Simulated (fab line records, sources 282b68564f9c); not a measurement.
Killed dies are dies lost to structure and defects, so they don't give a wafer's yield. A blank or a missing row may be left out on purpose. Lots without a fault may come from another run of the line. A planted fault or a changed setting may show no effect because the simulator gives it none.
A struck lot beside a sound one | flow rit_cmos | 17 steps out of a route of 202
Sound: wafers L831.3, L831.4, L831.6. Struck: wafers L839.1, L839.2, L839.5. The cause comes at the end.
At each step with rows: each side's tool, then ch and its chambers, then its first start. Under that, the readings that differ: sound wafers | struck wafers | difference of the means | sigmas: that difference in standard deviations of wafers without a fault.
alike: readings whose means differ by less than 2 such deviations, and words and numbers that are the same on both sides. not compared: withheld readings, readings that some wafer has no value for, bounds like >300 that may hide the same value, and numbers for which the record gives no deviation and whose values overlap.
The two part at a step that has a row with sigmas, a row that says differs or no value, or rows on one side only. Numbers that don't overlap but have no deviation are shown without sigmas and don't part them. A reading that every wafer of one side lacks parts them only if that side has two wafers or more.

RIT_M1_THK_MEAS_02: measures by xrf.
  sound on film_metro-03, day 5 04:20; struck on film_metro-01, day 6 20:38
  alike: M1_AL_THK
then, 6 steps without rows for these wafers: RIT_M1_HMDS_03 (prime time 60 s); RIT_M1_COAT_04 (resist thk 1300 nm); RIT_M1_SOFTBAKE_05 (time 60 s); RIT_M1_EXPOSE_06 (exposes mask M12, target cd 2600 nm); RIT_M1_PEB_07; RIT_M1_DEVELOP_08 (develop time 68 s).
RIT_M1_CD_MEAS_09: target cd 2600 nm.
  sound on cd_sem-01, day 5 05:28; struck on cd_sem-01, day 6 21:34
  alike: cd_nm
RIT_M1_OVL_MEAS_10:
  sound on overlay-02, day 5 05:34; struck on overlay-01, day 6 21:41
  alike: M1_OVL
then, 1 step without rows for these wafers: RIT_M1_HARDBAKE_11 (time 120 s).
RIT_M1_METAL_ETCH_12: etches Al in Cl2/BCl3, stops on SiO2, time 165 s, target depth 600 nm.
  sound on rie_metal-02 ch 0,1, day 5 05:55; struck on rie_metal-02 ch 1, day 6 21:58
  alike: drypump_motor_current_A, oes_product_au, throttle_valve_pct
  not compared: rf_hours_counter_h
then, 1 step without rows for these wafers: RIT_M1_STRIP_13 (strips in nmp, time 600 s).
RIT_M1_STRIP_14: strips in O2, time 180 s.
  sound on plasma_asher-03 ch 0,1, day 5 06:16; struck on plasma_asher-03 ch 0,1, day 6 22:28
  alike: drypump_motor_current_A, rf_refl_power_W
  not compared: rf_hours_counter_h
RIT_M1_CD_MEAS_90: target cd 2600 nm.
  sound on cd_sem-02, day 5 06:25; struck on cd_sem-01, day 6 22:39
  alike: cd_nm
then, 1 step without rows for these wafers: RIT_M1_ANNEAL_15 (time 1800 s).
RIT_M1_BOW_MEAS_16:
  sound on film_metro-01, day 5 08:02; struck on film_metro-03, day 7 00:16
  alike: M1_BOW
RIT_M1_PROBE_99:
  sound on prober-01, day 5 08:13; struck on prober-01, day 7 00:23
  reading                               | sound               | struck            | difference | sigmas
  defect_limited_yield (%)              | 98.1 99.2 96.6      | 89.4 89.4 88.3    | -8.9       | -8
  killed_at_M0_to_M3                    | 0 0 0               | 19 23 21          | +21        | +99 or more
  killed_dies                           | 5 2 9               | 28 28 31          | +24        | +8
  killed_on_rim                         | 1 2 2               | 7 9 10            | +7         | +5
  sort_bin_3_pad_short (%)              | 0.4 0.4 0           | 1.1 1.1 1.1       | +0.8       | +4
  sort_bin_5_function (%)               | 0.8 0.4 2.3         | 7.6 7.2 5.7       | +5.7       | +7
  sort_bin_6_memory (%)                 | 0.8 0 1.1           | 1.9 2.3 4.9       | +2.4       | +4
  sort_n_pass                           | 259.0 262.0 255.0   | 236.0 236.0 233.0 | -23.7      | -8
  sort_yield_pct (%)                    | 98.1 99.2 96.6      | 89.4 89.4 88.3    | -8.9       | -8
  model.etest.tester.sort_n_pass        | 259 262 255         | 236 236 233       | -24        |
  model.etest.tester.sort_yield_pct (%) | 98.11 99.24 96.59   | 89.39 89.39 88.26 | -8.97      |
  model.etest.tester.sort_bin_5_pct (%) | 0.7576 0.3788 2.273 | 7.576 7.197 5.682 | +5.682     |
  model.etest.tester.sort_bin_6_pct (%) | 0.7576 0 1.136      | 1.894 2.273 4.924 | +2.399     |
  alike: killed_at_front_end, killed_open, killed_short

WHERE THEY PART
Only at RIT_M1_PROBE_99, within this record.

WHY: what the simulator had put in
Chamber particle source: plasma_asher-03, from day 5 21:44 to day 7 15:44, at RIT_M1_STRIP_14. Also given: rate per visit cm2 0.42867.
